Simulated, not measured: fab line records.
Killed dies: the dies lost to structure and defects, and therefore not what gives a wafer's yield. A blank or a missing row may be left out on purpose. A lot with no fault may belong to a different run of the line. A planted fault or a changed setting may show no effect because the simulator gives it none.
Matching of chambers || flow berkeley_cmos170 || UCB170_GATE_ETCH_15 on rie_si-01: 3 sister chambers
The step etches poly-Si in HBr/Cl2, stops on SiO2, time 56.3 s, target depth 278.2 nm. 6 wafers are shown with their chamber, then 4 later ones without.

## WAFERS, EACH WITH ITS CHAMBER
{"wafer": "L379.2", "chamber": 1, "drypump_motor_current_A (A)": 6.5, "throttle_valve_pct (%)": 26.20}
{"wafer": "L385.1", "chamber": 1, "drypump_motor_current_A (A)": 6.5, "throttle_valve_pct (%)": 26.18}
{"wafer": "L385.5", "chamber": 2, "drypump_motor_current_A (A)": 5.6, "throttle_valve_pct (%)": 26.43}
{"wafer": "L385.6", "chamber": 3, "drypump_motor_current_A (A)": 5.8, "throttle_valve_pct (%)": 26.28}
{"wafer": "L391.2", "chamber": 2, "drypump_motor_current_A (A)": 5.6, "throttle_valve_pct (%)": 26.42}
{"wafer": "L391.4", "chamber": 3, "drypump_motor_current_A (A)": 5.7, "throttle_valve_pct (%)": 26.27}

## WAFERS WHOSE CHAMBER IS MISSING
{"wafer": "L391.6", "drypump_motor_current_A (A)": 6.5, "throttle_valve_pct (%)": 26.20}
{"wafer": "L394.3", "drypump_motor_current_A (A)": 5.7, "throttle_valve_pct (%)": 26.27}
{"wafer": "L399.2", "drypump_motor_current_A (A)": 5.7, "throttle_valve_pct (%)": 26.28}
{"wafer": "L399.3", "drypump_motor_current_A (A)": 6.5, "throttle_valve_pct (%)": 26.19}

## WHICH CHAMBER EACH ONE RAN IN
{"wafer": "L391.6", "from the rows above": 1, "in truth": 1}
{"wafer": "L394.3", "from the rows above": 3, "in truth": 3}
{"wafer": "L399.2", "from the rows above": 3, "in truth": 3}
{"wafer": "L399.3", "from the rows above": 1, "in truth": 1}
Correctly placed: 4 of 4. Number that these rows cannot place: 0. Placed wrongly: 0.
How it was worked out, from the rows above alone: a wafer's distance from a chamber is the root of the sum, over the readings, of the square of ((its reading less the chamber's mean) divided by the reading's scatter). The wafer belongs to the nearest chamber; if the next one is less than 2 further off, it can't be placed. A chamber's mean is the mean of its shown wafers. The scatter is the square root of a quotient: the sum, over the shown wafers, of each reading's squared deviation from its chamber's mean, divided by wafers minus chambers.
